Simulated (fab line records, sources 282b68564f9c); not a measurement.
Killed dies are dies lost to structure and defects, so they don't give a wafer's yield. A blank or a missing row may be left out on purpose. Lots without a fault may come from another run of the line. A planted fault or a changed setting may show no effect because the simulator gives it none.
Split-lot experiment | flow rit_cmos | 5 lots, 23 wafers read, on a route of 202 steps

THE SPLIT
At RIT_SPACER_CVD_03 (deposits Si3N4 from SiH2Cl2/NH3, target thk 250 nm, time 3300 s), the setting pressure_mtorr was moved away from the recipe's 300 mTorr on 15 of the 23 wafers read, by -11.2% to +12.2%. The other wafers ran this setting at the recipe's value.

The file shows no step between the split and the reading.

THE READING
SPACER_NITRIDE_THK, in nm, at RIT_SPACER_THK_MEAS_04. Fault-free wafers of this fab line usually give 252.0 nm, standard deviation 1.7 nm.

wafer  | tool, chamber at the split | pressure_mtorr as run, mTorr | against the recipe | SPACER_NITRIDE_THK, nm | against lot-mates on the recipe
L075.3 | lpcvd-01, 0                | 300                          | recipe             | 250.9                  | -
L075.4 | lpcvd-01, 0                | 300                          | recipe             | 253.3                  | -
L075.5 | lpcvd-01, 0                | 300                          | recipe             | 253.2                  | -
L077.1 | -, -                       | 336.6                        | +12.2%             | 261.1                  | no lot-mate on the recipe
L077.2 | -, -                       | 336.6                        | +12.2%             | 261.2                  | no lot-mate on the recipe
L077.3 | -, -                       | 336.6                        | +12.2%             | 263.5                  | no lot-mate on the recipe
L077.4 | -, -                       | 336.6                        | +12.2%             | 264.8                  | no lot-mate on the recipe
L077.6 | -, -                       | 336.6                        | +12.2%             | 264.0                  | no lot-mate on the recipe
L078.1 | -, -                       | 300                          | recipe             | 251.8                  | -
L078.3 | -, -                       | 300                          | recipe             | 251.5                  | -
L078.4 | -, -                       | 300                          | recipe             | 250.9                  | -
L078.5 | -, -                       | 300                          | recipe             | 251.2                  | -
L078.6 | -, -                       | 300                          | recipe             | 252.8                  | -
L080.1 | -, -                       | 266.5                        | -11.2%             | 241.5                  | no lot-mate on the recipe
L080.2 | -, -                       | 266.5                        | -11.2%             | 242.9                  | no lot-mate on the recipe
L080.4 | -, -                       | 266.5                        | -11.2%             | 243.9                  | no lot-mate on the recipe
L080.5 | -, -                       | 266.5                        | -11.2%             | 240.4                  | no lot-mate on the recipe
L080.6 | -, -                       | 266.5                        | -11.2%             | 243.7                  | no lot-mate on the recipe
L083.1 | -, -                       | 266.7                        | -11.1%             | 243.1                  | no lot-mate on the recipe
L083.2 | -, -                       | 266.7                        | -11.1%             | 243.6                  | no lot-mate on the recipe
L083.3 | -, -                       | 266.7                        | -11.1%             | 243.0                  | no lot-mate on the recipe
L083.4 | -, -                       | 266.7                        | -11.1%             | 244.0                  | no lot-mate on the recipe
L083.5 | -, -                       | 266.7                        | -11.1%             | 245.0                  | no lot-mate on the recipe

THE FIT
A straight line over all 23 wafers: SPACER_NITRIDE_THK changes by +0.843 nm for each +1% of pressure_mtorr; r = +0.99; the points scatter about the line by 1.3 nm.
Too few moved wafers have a lot-mate on the recipe to fit a line with each lot's own level taken away.

THE WHOLE CHAIN: every reading that the file lists as answering this split, in the file's order
step                   | what it does                                                             | reading                                                                        | change (the file's fit)               | r (the file's)
RIT_SPACER_CVD_03      | deposits Si3N4 from SiH2Cl2/NH3, target thk 250 nm, time 3300 s          | Si3N4_of_SPACER_CVD_03.thk_nm (the simulator's own value, which no gauge read) | +0.846 nm for each +1% of the setting | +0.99
RIT_SPACER_THK_MEAS_04 |                                                                          | SPACER_NITRIDE_THK                                                             | +0.845 for each +1% of the setting    | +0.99
RIT_SPACER_ETCHBACK_05 | etches Si3N4 in SF6/CHF3, stops on SiO2, target depth 250 nm, time 240 s | etch.depth_nm (the simulator's own value, which no gauge read)                 | +0.846 nm for each +1% of the setting | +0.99
RIT_SPACER_ETCHBACK_05 | etches Si3N4 in SF6/CHF3, stops on SiO2, target depth 250 nm, time 240 s | Si3N4_of_SPACER_CVD_03.thk_nm (the simulator's own value, which no gauge read) | +0.645 nm for each +1% of the setting | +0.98

THE FILE'S OWN FIT
SPACER_NITRIDE_THK changes by +0.845 nm for each +1% of pressure_mtorr, r = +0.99.
